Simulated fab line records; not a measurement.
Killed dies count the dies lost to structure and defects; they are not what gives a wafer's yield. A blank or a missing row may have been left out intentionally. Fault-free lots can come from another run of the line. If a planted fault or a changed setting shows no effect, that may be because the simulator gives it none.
Lot-split experiment :: flow rit-cmos :: 23 wafers read across 5 lots, on a route 202 steps long

== ABOUT THE SPLIT ==
At RIT_CONTACT_COAT_03 (resist thk 1000 nm), the setting spin-rpm was moved away from the recipe's 3250 rpm on 6 of the 23 wafers read, by +7.0% to +7.1%. For the rest of the wafers, this setting stayed at what the recipe calls for.

== FROM THE SPLIT TO THE READING: what the file shows between them, 3 steps ==
- RIT_CONTACT_SOFTBAKE_04: time 60 s
- RIT_CONTACT_EXPOSE_05: exposes mask M11, target cd 1000 nm
- RIT_CONTACT_HARDBAKE_10: time 60 s

== THE READING ==
NOVOLAK_of_CONTACT_COAT_03.thk-nm (the simulator's own value, which no gauge read), in nm, at RIT_CONTACT_ETCH_11 (etches SiO2 in CHF3/CF4/Ar, stops on TiSi2, target depth 480 nm, time 320 s). There is no usual value for it anywhere in the file. Here, 17 wafers ran the recipe; their average is 769.2 nm with a standard deviation of 2.9 nm.

wafer: L075.2
tool, chamber at the split: litho-track-03, 0
spin-rpm as run, rpm: 3250
against the recipe: recipe
NOVOLAK_of_CONTACT_COAT_03.thk-nm, nm: 769.9
against lot-mates on the recipe: -

wafer: L075.3
tool, chamber at the split: litho-track-03, 0
spin-rpm as run, rpm: 3250
against the recipe: recipe
NOVOLAK_of_CONTACT_COAT_03.thk-nm, nm: 767.7
against lot-mates on the recipe: -

wafer: L075.4
tool, chamber at the split: litho-track-03, 0
spin-rpm as run, rpm: 3250
against the recipe: recipe
NOVOLAK_of_CONTACT_COAT_03.thk-nm, nm: 763.9
against lot-mates on the recipe: -

wafer: L075.5
tool, chamber at the split: litho-track-03, 0
spin-rpm as run, rpm: 3250
against the recipe: recipe
NOVOLAK_of_CONTACT_COAT_03.thk-nm, nm: 769
against lot-mates on the recipe: -

wafer: L075.6
tool, chamber at the split: litho-track-03, 0
spin-rpm as run, rpm: 3250
against the recipe: recipe
NOVOLAK_of_CONTACT_COAT_03.thk-nm, nm: 773.8
against lot-mates on the recipe: -

wafer: L076.1
tool, chamber at the split: litho-track-02, 0
spin-rpm as run, rpm: 3250
against the recipe: recipe
NOVOLAK_of_CONTACT_COAT_03.thk-nm, nm: 765.5
against lot-mates on the recipe: -

wafer: L076.2
tool, chamber at the split: litho-track-02, 0
spin-rpm as run, rpm: 3250
against the recipe: recipe
NOVOLAK_of_CONTACT_COAT_03.thk-nm, nm: 773.8
against lot-mates on the recipe: -

wafer: L076.3
tool, chamber at the split: litho-track-02, 0
spin-rpm as run, rpm: 3250
against the recipe: recipe
NOVOLAK_of_CONTACT_COAT_03.thk-nm, nm: 768.3
against lot-mates on the recipe: -

wafer: L076.5
tool, chamber at the split: litho-track-02, 0
spin-rpm as run, rpm: 3250
against the recipe: recipe
NOVOLAK_of_CONTACT_COAT_03.thk-nm, nm: 772
against lot-mates on the recipe: -

wafer: L076.6
tool, chamber at the split: litho-track-02, 0
spin-rpm as run, rpm: 3250
against the recipe: recipe
NOVOLAK_of_CONTACT_COAT_03.thk-nm, nm: 767.5
against lot-mates on the recipe: -

wafer: L078.1
tool, chamber at the split: litho-track-03, 0
spin-rpm as run, rpm: 3479
against the recipe: +7.0%
NOVOLAK_of_CONTACT_COAT_03.thk-nm, nm: 744.9
against lot-mates on the recipe: -27.4

wafer: L078.2
tool, chamber at the split: litho-track-03, 0
spin-rpm as run, rpm: 3479
against the recipe: +7.0%
NOVOLAK_of_CONTACT_COAT_03.thk-nm, nm: 745.6
against lot-mates on the recipe: -26.7

wafer: L078.3
tool, chamber at the split: litho-track-03, 0
spin-rpm as run, rpm: 3250
against the recipe: recipe
NOVOLAK_of_CONTACT_COAT_03.thk-nm, nm: 770.9
against lot-mates on the recipe: -

wafer: L078.5
tool, chamber at the split: litho-track-03, 0
spin-rpm as run, rpm: 3250
against the recipe: recipe
NOVOLAK_of_CONTACT_COAT_03.thk-nm, nm: 773.7
against lot-mates on the recipe: -

wafer: L078.6
tool, chamber at the split: litho-track-03, 0
spin-rpm as run, rpm: 3479
against the recipe: +7.0%
NOVOLAK_of_CONTACT_COAT_03.thk-nm, nm: 743
against lot-mates on the recipe: -29.3

wafer: L083.3
tool, chamber at the split: litho-track-04, 0
spin-rpm as run, rpm: 3250
against the recipe: recipe
NOVOLAK_of_CONTACT_COAT_03.thk-nm, nm: 766.1
against lot-mates on the recipe: -

wafer: L083.4
tool, chamber at the split: litho-track-04, 0
spin-rpm as run, rpm: 3250
against the recipe: recipe
NOVOLAK_of_CONTACT_COAT_03.thk-nm, nm: 767.9
against lot-mates on the recipe: -

wafer: L083.5
tool, chamber at the split: litho-track-04, 0
spin-rpm as run, rpm: 3250
against the recipe: recipe
NOVOLAK_of_CONTACT_COAT_03.thk-nm, nm: 768.4
against lot-mates on the recipe: -

wafer: L085.1
tool, chamber at the split: litho-track-02, 0
spin-rpm as run, rpm: 3250
against the recipe: recipe
NOVOLAK_of_CONTACT_COAT_03.thk-nm, nm: 766.4
against lot-mates on the recipe: -

wafer: L085.2
tool, chamber at the split: litho-track-02, 0
spin-rpm as run, rpm: 3250
against the recipe: recipe
NOVOLAK_of_CONTACT_COAT_03.thk-nm, nm: 770.8
against lot-mates on the recipe: -

wafer: L085.3
tool, chamber at the split: litho-track-02, 0
spin-rpm as run, rpm: 3482
against the recipe: +7.1%
NOVOLAK_of_CONTACT_COAT_03.thk-nm, nm: 738
against lot-mates on the recipe: -30.6

wafer: L085.4
tool, chamber at the split: litho-track-02, 0
spin-rpm as run, rpm: 3482
against the recipe: +7.1%
NOVOLAK_of_CONTACT_COAT_03.thk-nm, nm: 741.2
against lot-mates on the recipe: -27.4

wafer: L085.6
tool, chamber at the split: litho-track-02, 0
spin-rpm as run, rpm: 3482
against the recipe: +7.1%
NOVOLAK_of_CONTACT_COAT_03.thk-nm, nm: 742.5
against lot-mates on the recipe: -26.1

THE FIT
A straight line over all 23 wafers: NOVOLAK_of_CONTACT_COAT_03.thk-nm changes by -3.76 nm for each +1% of spin-rpm; r = -0.97; the points scatter about the line by 2.9 nm.
The same after taking each lot's own level away (the mean of its wafers on the recipe; 23 wafers): -3.94 nm for each +1%; r = -0.98; scatter 2.5 nm.
According to that fit, moving spin-rpm by its largest amount changes the reading by 28 nm.
Across the lots, their own levels run from 767.47 to 772.30 nm, a range of 1.7 times the standard deviation given above.
Hence the lot-to-lot level has little effect on the slope; both slopes agree.
Check: with one of the wafers moved furthest among these (+7.1%) left out of the fit, the line predicts -27.6 nm for it against its lot-mates. It came out at -30.6 nm against them.

== ADDITIONAL SPLITS CARRIED BY THESE WAFERS ==
Other splits were also applied to these wafers ahead of the reading. Each is held against what the fit with the lots' levels taken away leaves over:
other split on the same wafers: RIT_NLDD_COAT_01 spin-rpm
wafers away from the commonest value: 6
r with NOVOLAK_of_CONTACT_COAT_03.thk-nm (lot level and that fit taken away): -0.17

other split on the same wafers: RIT_NLDD_IMPLANT_08 energy-kev
wafers away from the commonest value: 6
r with NOVOLAK_of_CONTACT_COAT_03.thk-nm (lot level and that fit taken away): -0.15

other split on the same wafers: RIT_SPACER_CVD_03 sih2cl2-flow-sccm
wafers away from the commonest value: 15
r with NOVOLAK_of_CONTACT_COAT_03.thk-nm (lot level and that fit taken away): +0.00

other split on the same wafers: RIT_PSD_COAT_01 resist-thk-nm
wafers away from the commonest value: 8
r with NOVOLAK_of_CONTACT_COAT_03.thk-nm (lot level and that fit taken away): -0.26

== THE WHOLE CHAIN: every reading that the file lists as answering this split, in the file's order ==
step: RIT_CONTACT_COAT_03
what it does: resist thk 1000 nm
reading: NOVOLAK_of_CONTACT_COAT_03.thk-nm (the simulator's own value, which no gauge read)
change (the file's fit): -4.68 nm for each +1% of the setting
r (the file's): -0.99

step: RIT_CONTACT_HARDBAKE_10
what it does: time 60 s
reading: NOVOLAK_of_CONTACT_COAT_03.thk-nm (the simulator's own value, which no gauge read)
change (the file's fit): -4.1 nm for each +1% of the setting
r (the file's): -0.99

step: RIT_CONTACT_ETCH_11
what it does: etches SiO2 in CHF3/CF4/Ar, stops on TiSi2, target depth 480 nm, time 320 s
reading: NOVOLAK_of_CONTACT_COAT_03.thk-nm (the simulator's own value, which no gauge read)
change (the file's fit): -3.93 nm for each +1% of the setting
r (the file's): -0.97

== THE FILE'S OWN FIT ==
NOVOLAK_of_CONTACT_COAT_03.thk-nm changes by -3.93 nm for each +1% of spin-rpm, r = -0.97.
